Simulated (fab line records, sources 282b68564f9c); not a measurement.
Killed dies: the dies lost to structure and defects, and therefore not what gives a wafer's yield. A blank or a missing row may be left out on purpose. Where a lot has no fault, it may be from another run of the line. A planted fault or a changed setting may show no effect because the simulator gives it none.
fab line records :: flow rit-cmos
[record]
  lots = 5
  wafers = 15
  last-day = 8
route steps=202 shown NWELL@30 PWELL@39 M1@202
lots untouched by any fault: they come from a run of this same line in which no faults occurred
start-h: start of the lot's first displayed wafer, in hours after the record's first day :: wait-h: hours elapsed since this lot's preceding step :: " the same as in the row above :: L1.1+2: a single row standing in for several wafers :: - either no value or no given start :: * or withheld: withheld :: < > ~ a bound
route shown NAME@n: a module of which the file shows steps, and the number in the route of the first :: usual: average and standard deviation across the fault-free wafers :: same: alike in all rows :: chamber/n: place in a boat :: sites: the reading at each site :: _std_site: the values' standard deviation :: _edge_site: inner sites' mean taken away from outer sites' mean :: radius-mm: for every site, how far away it sits from the centre of the wafer :: mask NAME#n: copy n :: behind: the most recent tool/chamber to have shaped the wafer :: hold: the reason the lot was held/the length of the hold in hours/how it ended :: device: the transistor (n, p or np) that didn't switch :: end of line: at the end of the route, the tests of the same wafers :: step lacking rows: just its recipe :: killed: count of dies lost to structure and defects at first sort (not the wafer's yield) :: map: a wafer's dies, x killed, . not, _ none there
set.NAME: the setting the step ran with; set.NAME@STEP: the setting that earlier step ran with :: model.NAME: the simulator's own value behind a step, which no gauge read
certain route steps with their lots: each step a table, each wafer a row
services: when a tool's chamber went out of use (start-h, in hours from the record's first day, below 0 if earlier), for how many hours, and the reason
[[steps]]
[step RIT_NWELL_SOFTBAKE_02]
[recipe]
  resist = NOVOLAK
  temp-c = 90
  time-s = 60
[step RIT_NWELL_EXPOSE_03]
[recipe]
  mask-id = M2
  na = 0.57
  target-cd-nm = 43900
  dose-mj = 250
[step RIT_NWELL_PEB_04]
[recipe]
  resist = NOVOLAK
  temp-c = withheld
  time-s = withheld
[step RIT_NWELL_DEVELOP_05]
[recipe]
  resist = NOVOLAK
  develop-time-s = 68
  dev-temp-c = 23
[step RIT_NWELL_OVL_MEAS_06]
[usual]
  NWELL_OVL = -0.8/1.4
lot.wafer: L739.1
tool: overlay-02
chamber: -
start-h: 30.86
wait-h: -
NWELL_OVL[nm]: -2.5

lot.wafer: L739.3
tool: overlay-02
chamber: -
start-h: 30.86
wait-h: -
NWELL_OVL[nm]: -2.2

lot.wafer: L739.5
tool: overlay-02
chamber: -
start-h: 30.86
wait-h: -
NWELL_OVL[nm]: -1.0

lot.wafer: L748.3
tool: overlay-01
chamber: -
start-h: 71.52
wait-h: -
NWELL_OVL[nm]: -1.4

lot.wafer: L748.4
tool: overlay-01
chamber: -
start-h: 71.52
wait-h: -
NWELL_OVL[nm]: -0.7

lot.wafer: L748.5
tool: overlay-01
chamber: -
start-h: 71.52
wait-h: -
NWELL_OVL[nm]: -1.5

lot.wafer: L759.2
tool: overlay-02
chamber: -
start-h: 130.92
wait-h: -
NWELL_OVL[nm]: -0.5

lot.wafer: L759.3
tool: overlay-02
chamber: -
start-h: 130.92
wait-h: -
NWELL_OVL[nm]: -1.4

lot.wafer: L759.4
tool: overlay-02
chamber: -
start-h: 130.92
wait-h: -
NWELL_OVL[nm]: -2.3

lot.wafer: L760.1
tool: overlay-01
chamber: -
start-h: 138.27
wait-h: -
NWELL_OVL[nm]: -0.1

lot.wafer: L760.2
tool: overlay-01
chamber: -
start-h: 138.27
wait-h: -
NWELL_OVL[nm]: 0.9

lot.wafer: L760.3
tool: overlay-01
chamber: -
start-h: 138.27
wait-h: -
NWELL_OVL[nm]: 0.6

lot.wafer: L761.2
tool: overlay-02
chamber: -
start-h: 143.60
wait-h: -
NWELL_OVL[nm]: 0.2

lot.wafer: L761.3
tool: overlay-02
chamber: -
start-h: 143.60
wait-h: -
NWELL_OVL[nm]: -3.1

lot.wafer: L761.5
tool: overlay-02
chamber: -
start-h: 143.60
wait-h: -
NWELL_OVL[nm]: -2.3
[step RIT_NWELL_HARDBAKE_07]
[recipe]
  resist = NOVOLAK
  temp-c = 140
  time-s = 120
[step RIT_NWELL_IMPLANT_08]
[recipe]
  species = P
  energy-kev = 170
  dose-cm2 = 5e+13
  tilt-deg = 7
[step RIT_NWELL_STRIP_09]
[recipe]
  chemistry = O2
  time-s = 180
  resist = NOVOLAK
  platen-temp-c = withheld
  power-w = 500
  pressure-mtorr = 4000
  o2-flow-sccm = 4000
[usual]
  drypump-motor-current-A = 6.0/0.32
  rf-refl-power-W = 5.7/0.92
lot.wafer: L739.1
tool: plasma-asher-03
chamber: 0
start-h: 31.30
wait-h: 0.1
drypump-motor-current-A: 6.0
rf-hours-counter-h: 38
rf-refl-power-W: 6.1

lot.wafer: L739.3
tool: plasma-asher-03
chamber: 1
start-h: 31.30
wait-h: 0.1
drypump-motor-current-A: 5.9
rf-hours-counter-h: -
rf-refl-power-W: 4.4

lot.wafer: L739.5
tool: plasma-asher-03
chamber: 1
start-h: 31.30
wait-h: 0.1
drypump-motor-current-A: 5.9
rf-hours-counter-h: -
rf-refl-power-W: 4.3

lot.wafer: L748.3
tool: plasma-asher-01
chamber: 1
start-h: 72.00
wait-h: 0.1
drypump-motor-current-A: 5.0
rf-hours-counter-h: -
rf-refl-power-W: 5.3

lot.wafer: L748.4
tool: plasma-asher-01
chamber: 0
start-h: 72.00
wait-h: 0.1
drypump-motor-current-A: 5.5
rf-hours-counter-h: -
rf-refl-power-W: 5.9

lot.wafer: L748.5
tool: plasma-asher-01
chamber: 0
start-h: 72.00
wait-h: 0.1
drypump-motor-current-A: 5.5
rf-hours-counter-h: -
rf-refl-power-W: 5.8

lot.wafer: L759.2
tool: plasma-asher-03
chamber: 1
start-h: 131.35
wait-h: 0.1
drypump-motor-current-A: 5.9
rf-hours-counter-h: 1
rf-refl-power-W: 4.1

lot.wafer: L759.3
tool: plasma-asher-03
chamber: 0
start-h: 131.35
wait-h: 0.1
drypump-motor-current-A: 6.0
rf-hours-counter-h: -
rf-refl-power-W: 5.9

lot.wafer: L759.4
tool: plasma-asher-03
chamber: 1
start-h: 131.35
wait-h: 0.1
drypump-motor-current-A: 5.9
rf-hours-counter-h: -
rf-refl-power-W: 4.3

lot.wafer: L760.1
tool: plasma-asher-03
chamber: 0
start-h: 138.71
wait-h: 0.1
drypump-motor-current-A: 6.0
rf-hours-counter-h: 2
rf-refl-power-W: 6.2

lot.wafer: L760.2
tool: plasma-asher-03
chamber: 1
start-h: 138.71
wait-h: 0.1
drypump-motor-current-A: 5.9
rf-hours-counter-h: 2
rf-refl-power-W: 4.6

lot.wafer: L760.3
tool: plasma-asher-03
chamber: 0
start-h: 138.71
wait-h: 0.1
drypump-motor-current-A: 6.0
rf-hours-counter-h: -
rf-refl-power-W: 6.1

lot.wafer: L761.2
tool: plasma-asher-03
chamber: 0
start-h: 144.03
wait-h: 0.1
drypump-motor-current-A: 6.1
rf-hours-counter-h: 2
rf-refl-power-W: 6.4

lot.wafer: L761.3
tool: plasma-asher-03
chamber: 0
start-h: 144.03
wait-h: 0.1
drypump-motor-current-A: 6.0
rf-hours-counter-h: -
rf-refl-power-W: 6.2

lot.wafer: L761.5
tool: plasma-asher-03
chamber: 0
start-h: 144.03
wait-h: 0.1
drypump-motor-current-A: 6.0
rf-hours-counter-h: -
rf-refl-power-W: 6.3
[step RIT_NWELL_TW_MEAS_10]
[usual]
  NWELL_TW = 2141/20
lot.wafer: L739.1
tool: film-metro-02
chamber: -
start-h: 31.48
wait-h: 0.1
NWELL_TW: 2136

lot.wafer: L739.3
tool: film-metro-02
chamber: -
start-h: 31.48
wait-h: 0.1
NWELL_TW: 2131

lot.wafer: L739.5
tool: film-metro-02
chamber: -
start-h: 31.48
wait-h: 0.1
NWELL_TW: 2135

lot.wafer: L748.3
tool: film-metro-04
chamber: -
start-h: 72.14
wait-h: 0.1
NWELL_TW: 2118

lot.wafer: L748.4
tool: film-metro-04
chamber: -
start-h: 72.14
wait-h: 0.1
NWELL_TW: 2121

lot.wafer: L748.5
tool: film-metro-04
chamber: -
start-h: 72.14
wait-h: 0.1
NWELL_TW: 2127

lot.wafer: L759.2
tool: film-metro-02
chamber: -
start-h: 131.53
wait-h: 0.1
NWELL_TW: 2145

lot.wafer: L759.3
tool: film-metro-02
chamber: -
start-h: 131.53
wait-h: 0.1
NWELL_TW: 2156

lot.wafer: L759.4
tool: film-metro-02
chamber: -
start-h: 131.53
wait-h: 0.1
NWELL_TW: 2152

lot.wafer: L760.1
tool: film-metro-04
chamber: -
start-h: 138.89
wait-h: 0.1
NWELL_TW: 2121

lot.wafer: L760.2
tool: film-metro-04
chamber: -
start-h: 138.89
wait-h: 0.1
NWELL_TW: 2124

lot.wafer: L760.3
tool: film-metro-04
chamber: -
start-h: 138.89
wait-h: 0.1
NWELL_TW: 2127

lot.wafer: L761.2
tool: film-metro-03
chamber: -
start-h: 144.22
wait-h: 0.1
NWELL_TW: 2148

lot.wafer: L761.3
tool: film-metro-03
chamber: -
start-h: 144.22
wait-h: 0.1
NWELL_TW: 2155

lot.wafer: L761.5
tool: film-metro-03
chamber: -
start-h: 144.22
wait-h: 0.1
NWELL_TW: 2149
[step RIT_PWELL_HMDS_00]
[recipe]
  prime-time-s = 60
  prime-temp-c = 140
[step RIT_PWELL_COAT_01]
[recipe]
  resist = NOVOLAK
  spin-rpm = 2000
  resist-thk-nm = 1300
[step RIT_PWELL_SOFTBAKE_02]
[recipe]
  resist = NOVOLAK
  temp-c = 90
  time-s = 60
[step RIT_PWELL_EXPOSE_03]
[recipe]
  mask-id = M3
  na = 0.57
  target-cd-nm = 43700
  dose-mj = 250
[usual]
  reticle-temp-C = 23.02/0.089
lot.wafer: L739.1
tool: iline-stepper-02
chamber: 0
start-h: 32.19
wait-h: 0.2
mask: M3#0
reticle-temp-C: 23.02

lot.wafer: L739.3
tool: iline-stepper-02
chamber: 0
start-h: 32.19
wait-h: 0.2
mask: M3#0
reticle-temp-C: 22.98

lot.wafer: L739.5
tool: iline-stepper-02
chamber: 0
start-h: 32.19
wait-h: 0.2
mask: M3#0
reticle-temp-C: 22.97

lot.wafer: L748.3
tool: iline-stepper-01
chamber: 0
start-h: 72.79
wait-h: 0.2
mask: M3_R1#0
reticle-temp-C: 23.02

lot.wafer: L748.4
tool: iline-stepper-01
chamber: 0
start-h: 72.79
wait-h: 0.2
mask: M3_R1#0
reticle-temp-C: 22.98

lot.wafer: L748.5
tool: iline-stepper-01
chamber: 0
start-h: 72.79
wait-h: 0.2
mask: M3_R1#0
reticle-temp-C: 22.91

lot.wafer: L759.2
tool: iline-stepper-02
chamber: 0
start-h: 132.05
wait-h: 0.1
mask: M3#0
reticle-temp-C: 22.93

lot.wafer: L759.3
tool: iline-stepper-02
chamber: 0
start-h: 132.05
wait-h: 0.1
mask: M3#0
reticle-temp-C: 22.95

lot.wafer: L759.4
tool: iline-stepper-02
chamber: 0
start-h: 132.05
wait-h: 0.1
mask: M3#0
reticle-temp-C: 22.95

lot.wafer: L760.1
tool: iline-stepper-02
chamber: 0
start-h: 139.40
wait-h: 0.1
mask: M3#0
reticle-temp-C: 22.94

lot.wafer: L760.2
tool: iline-stepper-02
chamber: 0
start-h: 139.40
wait-h: 0.1
mask: M3#0
reticle-temp-C: 22.92

lot.wafer: L760.3
tool: iline-stepper-02
chamber: 0
start-h: 139.40
wait-h: 0.1
mask: M3#0
reticle-temp-C: 23.03

lot.wafer: L761.2
tool: iline-stepper-01
chamber: 0
start-h: 144.86
wait-h: 0.2
mask: M3#0
reticle-temp-C: 23.01

lot.wafer: L761.3
tool: iline-stepper-01
chamber: 0
start-h: 144.86
wait-h: 0.2
mask: M3#0
reticle-temp-C: 23.01

lot.wafer: L761.5
tool: iline-stepper-01
chamber: 0
start-h: 144.86
wait-h: 0.2
mask: M3#0
reticle-temp-C: 23.14
[step RIT_PWELL_PEB_04]
[recipe]
  resist = NOVOLAK
  temp-c = withheld
  time-s = withheld
[step RIT_M1_PROBE_99]
[usual]
  killed-at-contacts = 0.0/0.2
  killed-at-front-end = 7/3
  killed-dies = 7/3
  killed-open = 3.4/1.8
  killed-short = 3.8/2.1
[same]
  gross-dies = 264
  killed_at_M0_to_M3 = 0
  killed_at_M4_up = 0
  killed-at-back-side = 0
  killed-at-other = 0
lot.wafer: L739.1
tool: prober-02
chamber: -
start-h: 70.16
wait-h: 0.1
killed-at-contacts: 1
killed-at-front-end: 6
killed-dies: 7
killed-open: 1
killed-short: 6

lot.wafer: L739.3
tool: prober-02
chamber: -
start-h: 70.26
wait-h: 0.2
killed-at-contacts: 0
killed-at-front-end: 8
killed-dies: 8
killed-open: 3
killed-short: 5

lot.wafer: L739.5
tool: prober-02
chamber: -
start-h: 70.36
wait-h: 0.2
killed-at-contacts: 0
killed-at-front-end: 11
killed-dies: 11
killed-open: 5
killed-short: 6

lot.wafer: L748.3
tool: prober-02
chamber: -
start-h: 108.87
wait-h: 0.2
killed-at-contacts: 0
killed-at-front-end: 4
killed-dies: 4
killed-open: 0
killed-short: 4

lot.wafer: L748.4
tool: prober-02
chamber: -
start-h: 108.92
wait-h: 0.2
killed-at-contacts: 0
killed-at-front-end: 8
killed-dies: 8
killed-open: 5
killed-short: 3

lot.wafer: L748.5
tool: prober-02
chamber: -
start-h: 108.97
wait-h: 0.2
killed-at-contacts: 0
killed-at-front-end: 7
killed-dies: 7
killed-open: 4
killed-short: 3

lot.wafer: L759.2
tool: prober-01
chamber: -
start-h: 174.01
wait-h: 0.1
killed-at-contacts: 0
killed-at-front-end: 8
killed-dies: 8
killed-open: 3
killed-short: 5

lot.wafer: L759.3
tool: prober-01
chamber: -
start-h: 174.06
wait-h: 0.2
killed-at-contacts: 0
killed-at-front-end: 7
killed-dies: 7
killed-open: 3
killed-short: 4

lot.wafer: L759.4
tool: prober-01
chamber: -
start-h: 174.11
wait-h: 0.2
killed-at-contacts: 0
killed-at-front-end: 2
killed-dies: 2
killed-open: 1
killed-short: 1

lot.wafer: L760.1
tool: prober-02
chamber: -
start-h: 183.21
wait-h: 0.1
killed-at-contacts: 0
killed-at-front-end: 5
killed-dies: 5
killed-open: 3
killed-short: 2

lot.wafer: L760.2
tool: prober-02
chamber: -
start-h: 183.26
wait-h: 0.1
killed-at-contacts: 0
killed-at-front-end: 4
killed-dies: 4
killed-open: 4
killed-short: 0

lot.wafer: L760.3
tool: prober-02
chamber: -
start-h: 183.31
wait-h: 0.2
killed-at-contacts: 0
killed-at-front-end: 5
killed-dies: 5
killed-open: 1
killed-short: 4

lot.wafer: L761.2
tool: prober-01
chamber: -
start-h: 184.83
wait-h: 0.1
killed-at-contacts: 0
killed-at-front-end: 10
killed-dies: 10
killed-open: 3
killed-short: 7

lot.wafer: L761.3
tool: prober-01
chamber: -
start-h: 184.88
wait-h: 0.2
killed-at-contacts: 0
killed-at-front-end: 12
killed-dies: 12
killed-open: 7
killed-short: 5

lot.wafer: L761.5
tool: prober-01
chamber: -
start-h: 184.98
wait-h: 0.2
killed-at-contacts: 0
killed-at-front-end: 7
killed-dies: 7
killed-open: 5
killed-short: 2
// killed by level:class
L739.1 REOX:geometric-particle:short=3 FOX1:geometric-particle:short=1 CONTACT:geometric-particle:short=1 SPACER:geometric-particle:short=1 SILICIDE:geometric-particle:open=1
L739.3 FOX1:geometric-particle:short=2 SPACER:geometric-particle:short=2 FOX2:geometric-particle:open=1 GATE:geometric-particle:open=1 SPACER:geometric-particle:open=1 SILICIDE:geometric-particle:short=1
L739.5 FOX1:geometric-particle:open=2 REOX:geometric-particle:short=2 SILICIDE:geometric-particle:short=2 FOX1:geometric-particle:short=1 FOX2:geometric-particle:open=1 GATE:geometric-particle:open=1 SPACER:geometric-particle:short=1 SPACER:geometric-particle:open=1
L748.3 FOX1:geometric-particle:short=1 REOX:geometric-particle:short=1 SPACER:geometric-particle:short=1 SILICIDE:geometric-particle:short=1
L748.4 GATE:geometric-particle:open=3 FOX1:geometric-particle:short=1 GATE:geometric-particle:short=1 REOX:geometric-particle:open=1 SPACER:geometric-particle:open=1 SILICIDE:geometric-particle:short=1
L748.5 GATE:geometric-particle:open=3 REOX:geometric-particle:short=2 GATE:geometric-particle:short=1 REOX:geometric-particle:open=1
L759.2 GATE:geometric-particle:short=3 FOX2:geometric-particle:open=1 GATE:geometric-particle:open=1 REOX:geometric-particle:short=1 REOX:geometric-particle:open=1 SILICIDE:geometric-particle:short=1
L759.3 GATE:geometric-particle:short=2 GATE:geometric-particle:open=2 REOX:geometric-particle:short=1 REOX:geometric-particle:open=1 SILICIDE:geometric-particle:short=1
L759.4 GATE:geometric-particle:short=1 GATE:geometric-particle:open=1
L760.1 SILICIDE:geometric-particle:open=2 GATE:geometric-particle:open=1 GATE:geometric-particle:short=1 SPACER:geometric-particle:short=1
L760.2 GATE:geometric-particle:open=3 FOX1:geometric-particle:open=1
L760.3 SILICIDE:geometric-particle:short=3 GATE:geometric-particle:short=1 SPACER:geometric-particle:open=1
L761.2 GATE:geometric-particle:short=3 FOX1:geometric-particle:short=2 SPACER:geometric-particle:open=2 GATE:geometric-particle:open=1 REOX:geometric-particle:short=1 SPACER:geometric-particle:short=1
L761.3 GATE:geometric-particle:short=3 GATE:geometric-particle:open=2 REOX:geometric-particle:open=2 FOX1:geometric-particle:open=1 FOX2:geometric-particle:short=1 SPACER:geometric-particle:open=1 SILICIDE:geometric-particle:short=1 SILICIDE:geometric-particle:open=1
L761.5 GATE:geometric-particle:open=2 SPACER:geometric-particle:open=2 SPACER:geometric-particle:short=1 SILICIDE:geometric-particle:open=1 SILICIDE:geometric-particle:short=1
[[services]]
tool: iline-stepper-02
chamber: -
start-h: 12.31
hours: 1.7
kind: pm

tool: iline-stepper-02
chamber: -
start-h: 35.36
hours: 7.5
kind: repair

tool: iline-stepper-01
chamber: 0
start-h: 51.18
hours: -
kind: calibration

tool: plasma-asher-03
chamber: -
start-h: 76.25
hours: 2.9
kind: repair

tool: iline-stepper-01
chamber: -
start-h: 76.63
hours: 1.7
kind: pm

tool: plasma-asher-03
chamber: -
start-h: 108.75
hours: 9.0
kind: pm

tool: plasma-asher-03
chamber: 0
start-h: 108.75
hours: 9.0
kind: vent-cycle

tool: plasma-asher-03
chamber: 1
start-h: 108.75
hours: 9.0
kind: vent-cycle

tool: iline-stepper-02
chamber: -
start-h: 110.73
hours: 1.7
kind: repair

tool: plasma-asher-03
chamber: -
start-h: 116.03
hours: 0.7
kind: repair

tool: plasma-asher-03
chamber: 0
start-h: 117.75
hours: -
kind: clean

tool: plasma-asher-03
chamber: 1
start-h: 117.75
hours: -
kind: clean

tool: plasma-asher-01
chamber: -
start-h: 136.21
hours: 0.6
kind: repair
[[key]]
[first-sign]
  step = RIT_PWELL_EXPOSE_03
  reading = mask
  direction = changed
effect none on later readings
met-at RIT_PWELL_EXPOSE_03
struck-wafers L748.3,L748.4,L748.5
tester-left-out L748
[fault]
  kind = wrong-mask
  tool = any
  chamber = -
  onset-h = 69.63
  steps = RIT_PWELL_EXPOSE_03
  aux-copy = M3_R1#0
  cd-offset-nm = 150
  scope = struck-lots-only
// tester-left-out: of these lots the tester's yield and bins aren't shown, on N5 and GAA mostly nor the transistor test; their killed dies are dies lost to structure and defects alone, not to doping, threshold or leakage, so they don't give the yield
